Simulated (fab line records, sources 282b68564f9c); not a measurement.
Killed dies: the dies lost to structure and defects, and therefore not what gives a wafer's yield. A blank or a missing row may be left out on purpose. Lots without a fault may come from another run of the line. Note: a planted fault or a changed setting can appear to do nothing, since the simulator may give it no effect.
The tool behind it: which one? -- flow rit_cmos -- Sampling: 13 lots, 39 wafers, 3 of 202 route steps

## WHAT THE GAUGES SHOWED, per wafer
RIT_GATE_THK_MEAS_09. Usual: GATE_POLY_THK 250.2 nm, standard deviation 2.5.
lot,measured,on,GATE_POLY_THK (nm),flag
L543,day 2 18:27,film_metro-04,251.1 251.7 251.7,
L546,day 3 08:23,film_metro-04,243.7 245.4 247.1,
L548,day 3 19:14,film_metro-01,251.0 252.9 250.1,
L549,day 3 23:52,film_metro-01,246.3 244.9 247.8,
L550,day 4 05:46,film_metro-02,254.2 254.1 253.5,
L551,day 4 09:03,film_metro-02,244.9 246.5 246.6,
L552,day 4 15:12,film_metro-01,248.7 248.8 248.8,
L553,day 4 20:08,film_metro-01,249.8 251.5 250.5,
L558,day 5 21:19,film_metro-01,252.2 249.9 250.3,
L559,day 6 02:00,film_metro-02,252.0 251.4 251.3,
L561,day 6 10:43,film_metro-02,249.2 250.2 250.6,
L563,day 6 21:57,film_metro-01,250.2 249.7 250.0,
L564,day 7 05:18,film_metro-01,249.7 250.8 250.1,

RIT_CONTACT_CD_MEAS_08: the cd target is 1000 nm. Usual: cd_nm at 999.7 nm, with a standard deviation of 1.7.
lot,measured,on,cd_nm (nm),flag
L543,day 3 11:08,cd_sem-02,997.4 999.0 996.6,
L546,day 4 00:10,cd_sem-01,1002.7 1001.8 1000.3,
L548,day 4 11:50,cd_sem-01,1000.8 998.8 999.1,
L549,day 4 17:52,cd_sem-01,1000.4 1000.2 1001.1,
L550,day 4 21:33,cd_sem-02,1001.4 998.1 999.6,
L551,day 5 00:46,cd_sem-01,1000.6 1000.5 998.0,
L552,day 5 06:48,cd_sem-02,1001.6 1002.2 1004.3,
L553,day 5 12:16,cd_sem-02,1001.1 998.8 1001.1,
L558,day 6 14:03,cd_sem-02,998.9 999.6 999.7,
L559,day 6 17:56,cd_sem-02,999.2 998.6 998.6,
L561,day 7 03:17,cd_sem-02,998.2 999.8 999.3,
L563,day 7 14:56,cd_sem-02,998.5 1000.3 1001.8,
L564,day 7 23:07,cd_sem-02,998.7 999.6 998.4,

## WHAT TOOL EACH LOT RAN ON (gives the tool, then ch and the chambers of the sampled wafers, and finally the start)
lot,RIT_PSD_STRIP_09
L543,"plasma_asher-03 ch 0,1, day 3 08:22"
L546,"plasma_asher-01 ch 0,1, day 3 21:14"
L548,"plasma_asher-01 ch 0,1, day 4 09:05"
L549,"plasma_asher-03 ch 1, day 4 15:00"
L550,"plasma_asher-04 ch 0,1, day 4 18:44"
L551,"plasma_asher-01 ch 0,1, day 4 22:01"
L552,"plasma_asher-04 ch 0,1, day 5 03:53"
L553,"plasma_asher-04 ch 0,1, day 5 09:22"
L558,"plasma_asher-04 ch 0,1, day 6 11:09"
L559,"plasma_asher-04 ch 0,1, day 6 15:03"
L561,"plasma_asher-01 ch 0,1, day 7 00:32"
L563,"plasma_asher-03 ch 0,1, day 7 12:01"
L564,"plasma_asher-01 ch 0,1, day 7 20:01"
- RIT_PSD_STRIP_09: strips in O2, time 180 s.

## WHAT THE TOOLS THEMSELVES READ (means of the sampled wafers that have a number; where no wafer has one, the mark that the record gives instead)
RIT_PSD_STRIP_09. Usual: drypump_motor_current_A 5.6 A, standard deviation 0.61; rf_refl_power_W 6.8 W, standard deviation 1.4.
lot,tool,drypump_motor_current_A (A),rf_refl_power_W (W),flag
L543,plasma_asher-03,6.5,6.3,
L546,plasma_asher-01,5.4,8.2,
L548,plasma_asher-01,5.4,8.1,
L549,plasma_asher-03,6.7,8.0,
L550,plasma_asher-04,5.2,5.5,
L551,plasma_asher-01,5.5,7.8,
L552,plasma_asher-04,5.2,5.4,
L553,plasma_asher-04,5.2,5.5,
L558,plasma_asher-04,5.1,5.6,
L559,plasma_asher-04,5.2,5.4,
L561,plasma_asher-01,5.5,7.8,
L563,plasma_asher-03,6.6,7.2,
L564,plasma_asher-01,5.5,7.8,

## THE ANSWER, worked out from the rows above alone
Rule: take the mean of a lot's wafers that have a number; if it is more than 3 standard deviations from the usual mean, the lot is off. Also off: a lot with no number at a reading for which 4 or more lots have one. Where the step has rows for the other lots, those lots are counted as sound. The gauges are gone through in route order, then the tools' own readings, and for those a lot's mean is taken as printed above. The first step at which some lot is off is used, and at that step the reading that is off furthest; a lot without a number counts as furthest.
None of the lots is off at any reading shown; this tells nothing.

## WHAT THE SIMULATOR HAD INSERTED
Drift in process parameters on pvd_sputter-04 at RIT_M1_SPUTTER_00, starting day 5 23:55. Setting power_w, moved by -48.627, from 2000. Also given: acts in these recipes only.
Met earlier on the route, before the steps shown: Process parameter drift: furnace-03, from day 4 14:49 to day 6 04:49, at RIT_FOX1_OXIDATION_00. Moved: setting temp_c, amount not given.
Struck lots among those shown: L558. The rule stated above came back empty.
